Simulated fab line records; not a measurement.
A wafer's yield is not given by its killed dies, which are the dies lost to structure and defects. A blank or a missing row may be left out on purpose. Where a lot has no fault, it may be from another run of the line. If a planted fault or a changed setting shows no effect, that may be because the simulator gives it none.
fab line records | flow rit_cmos
[record] lots = 5 wafers = 15 last_day = 8
route steps=202 shown ACTIVE@10
lots that met no fault: taken from a fault-free run of the same line
start_h: hours from the record's first day to the start of the lot's first wafer shown | wait_h: hours since the lot's step before | " same as the row above | L1.1+2: a single row standing in for several wafers | - no value, or no start given | * or withheld: withheld | < > ~ a bound
route shown NAME@n: names a module that has steps shown in the file, with the first one's number in the route | usual: mean and standard deviation over wafers with no fault | same: alike in all rows | chamber/n: place in a boat | sites: each site's reading | _std_site: the values' standard deviation | _edge_site: mean of outer sites minus mean of inner sites | radius_mm: for every site, how far away it sits from the centre of the wafer | mask NAME#n: copy n | behind: the tool/chamber that last shaped the wafer | hold: the reason the lot was held/the length of the hold in hours/how it ended | device: the transistor (n, p or np) that didn't switch | end of line: the route-end tests of the same wafers | a step without rows: its recipe alone | killed: count of dies lost to structure and defects at first sort (not the wafer's yield) | map: the dies of a wafer, with x for killed, . for not killed, _ for no die there
set.NAME: the run value of the setting; set.NAME@STEP: its run value at that earlier step | model.NAME: the simulator's own value behind a step, which no gauge read
lots at selected steps of the route; one table per step, one row per wafer
services: the hour from which a tool's chamber was out of use, counted from the record's first day as start_h (under 0 if before that day), plus the number of hours and why
[[steps]]
[step RIT_ACTIVE_PEB_09]
[recipe] resist = NOVOLAK temp_c = withheld time_s = withheld
// columns lot.wafer tool chamber start_h wait_h
L074.2+3+4 litho_track-01 0 16.76 0.1
L075.2+4+6 litho_track-03 0 20.06 0.2
L090.1+3+4 litho_track-02 0 97.75 0.1
L095.2+5+6 litho_track-03 0 119.50 0.1
L097.1+2+6 litho_track-02 0 135.21 0.2
[step RIT_ACTIVE_DEVELOP_10]
[recipe] resist = NOVOLAK develop_time_s = 50 dev_temp_c = 23
// columns lot.wafer tool chamber start_h wait_h
L074.2+3+4 litho_track-01 0 - -
L075.2+4+6 litho_track-03 0 - -
L090.1+3+4 litho_track-02 0 - -
L095.2+5+6 litho_track-03 0 - -
L097.1+2+6 litho_track-02 0 - -
[step RIT_ACTIVE_CD_MEAS_11]
[recipe] target_cd_nm = 1400
[usual] cd_nm = 1399.4/2.3
// columns lot.wafer tool chamber start_h wait_h cd_nm
L074.2 cd_sem-02 - 17.04 - 1398.0
L074.3 " - " " 1396.3
L074.4 " - " " 1400.9
L075.2 cd_sem-02 - 20.34 - 1397.9
L075.4 " - " " 1396.7
L075.6 " - " " 1397.4
L090.1 cd_sem-02 - 98.04 - 1397.7
L090.3 " - " " 1397.3
L090.4 " - " " 1399.1
L095.2 cd_sem-01 - 119.78 - 1396.8
L095.5 " - " " 1398.1
L095.6 " - " " 1397.8
L097.1 cd_sem-02 - 135.49 - 1399.1
L097.2 " - " " 1397.5
L097.6 " - " " 1396.0
[step RIT_ACTIVE_HARDBAKE_12]
[recipe] resist = NOVOLAK temp_c = 140 time_s = 60
// columns lot.wafer tool chamber start_h wait_h
L074.2+3+4 litho_track-02 0 17.16 0.1
L075.2+4+6 litho_track-02 0 20.49 0.1
L090.1+3+4 litho_track-01 0 98.16 0.1
L095.2+5+6 litho_track-03 0 120.11 0.3
L097.1+2+6 litho_track-02 0 135.61 0.1
[step RIT_ACTIVE_ETCH_13]
[recipe] stop_on = SiO2 chemistry = SF6 target = Si3N4 time_s = 210 over_etch_frac = 0.4 SF6_flow_sccm = 200 pressure_mtorr = 260 rf_w = 125 target_depth_a = 2100
[usual] drypump_motor_current_A = 5.8/0.48 oes_product_au = 0.825/0.011 throttle_valve_pct = 7.53/0.084
// columns lot.wafer tool chamber start_h wait_h drypump_motor_current_A oes_product_au rf_hours_counter_h throttle_valve_pct
L074.2 rie_diel-04 1 17.29 0.1 5.3 0.815 113 7.48
L074.3 " 2 " " 6.7 0.826 17 7.61
L074.4 " 3 " " 5.6 0.807 56 7.62
L075.2 rie_diel-04 2 20.61 0.1 6.7 0.831 18 7.60
L075.4 " 3 " " 5.6 0.808 56 7.64
L075.6 " 2 " " 6.7 0.825 - 7.60
L090.1 rie_diel-01 1 98.31 0.1 6.3 0.846 93 7.42
L090.3 " 0 " " 6.3 0.822 2 7.53
L090.4 " 3 " " 5.8 0.823 55 7.55
L095.2 rie_diel-01 1 120.24 0.1 6.3 0.837 93 7.41
L095.5 " 2 " " 5.0 0.808 - 7.47
L095.6 " 3 " " 5.8 0.826 - 7.56
L097.1 rie_diel-01 2 135.76 0.1 5.1 0.840 6 7.49
L097.2 " 1 " " 6.4 0.844 93 7.41
L097.6 " 1 " " 6.4 0.848 - 7.40
[step RIT_ACTIVE_STRIP_14]
[recipe] chemistry = O2 time_s = 180 resist = NOVOLAK platen_temp_c = withheld power_w = 500 pressure_mtorr = 4000 o2_flow_sccm = 4000
[usual] drypump_motor_current_A = 5.8/0.41
// columns lot.wafer tool chamber start_h wait_h drypump_motor_current_A rf_hours_counter_h
L074.2 plasma_asher-04 0 17.42 0.1 5.4 37
L074.3 " 0 " " 5.4 -
L074.4 " 1 " " 6.1 -
L075.2 plasma_asher-02 1 20.75 0.1 5.5 38
L075.4 " 1 " " 5.5 -
L075.6 " 1 " " 5.5 -
L090.1 plasma_asher-01 1 98.44 0.1 6.0 46
L090.3 " 1 " " 5.9 -
L090.4 " 0 " " 5.4 -
L095.2 plasma_asher-01 0 120.37 0.1 5.4 0
L095.5 " 1 " " 5.9 -
L095.6 " 0 " " 5.4 -
L097.1 plasma_asher-01 1 135.89 0.1 6.0 2
L097.2 " 0 " " 5.4 2
L097.6 " 1 " " 6.0 -
[step RIT_ACTIVE_CD_MEAS_90]
[recipe] target_cd_nm = 1400
[usual] cd_nm = 1399.4/2.3
// columns lot.wafer tool chamber start_h wait_h cd_nm
L074.2 cd_sem-01 - 17.62 0.1 1397.3
L074.3 " - " " 1396.2
L074.4 " - " " 1400.4
L075.2 cd_sem-01 - 20.94 0.1 1397.9
L075.4 " - " " 1397.0
L075.6 " - " " 1397.1
L090.1 cd_sem-01 - 98.61 0.1 1397.9
L090.3 " - " " 1397.3
L090.4 " - " " 1399.3
L095.2 cd_sem-02 - 120.57 0.1 1396.8
L095.5 " - " " 1398.5
L095.6 " - " " 1397.9
L097.1 cd_sem-02 - 136.07 0.1 1398.7
L097.2 " - " " 1397.5
L097.6 " - " " 1396.1
[step RIT_ACTIVE_CLEAN_15]
[recipe] chemistry = SC1 mix = 3:3:50 time_s = 600 temp_c = 75
// columns lot.wafer tool chamber start_h wait_h
L074.2+3+4 wet_bench-04 2 17.72 0.1
L075.2+4+6 wet_bench-03 3 21.04 0.1
L090.1+3+4 wet_bench-03 0 98.73 0.1
L095.2+5+6 wet_bench-03 2 120.67 0.1
L097.1+2+6 wet_bench-03 2 136.19 0.1
[step RIT_ACTIVE_CLEAN_16]
[recipe] chemistry = dHF dilution = 50:1 time_s = 30
// columns lot.wafer tool chamber start_h wait_h
L074.2+3+4 wet_bench-03 3 17.91 0.0
L075.2+4+6 wet_bench-04 1 21.22 0.0
L090.1+3+4 wet_bench-04 2 98.93 0.0
L095.2+5+6 wet_bench-02 1 120.84 0.0
L097.1+2+6 wet_bench-03 3 136.36 0.0
[[services]]
// columns tool chamber start_h hours kind
rie_diel-01 2 -1.86 5.7 repair
rie_diel-01 - 2.34 2.8 pm
plasma_asher-04 - 35.24 10.0 pm
plasma_asher-02 - 44.58 1.2 repair
plasma_asher-04 - 47.58 3.2 repair
plasma_asher-02 - 92.16 14.6 pm
rie_diel-04 2 107.10 10.3 repair
plasma_asher-01 - 108.75 9.0 pm
plasma_asher-01 0 108.75 9.0 vent_cycle
plasma_asher-01 1 108.75 9.0 vent_cycle
plasma_asher-04 - 116.94 2.9 repair
plasma_asher-01 0 117.75 - clean
plasma_asher-01 1 117.75 - clean
[[key]]
fault none
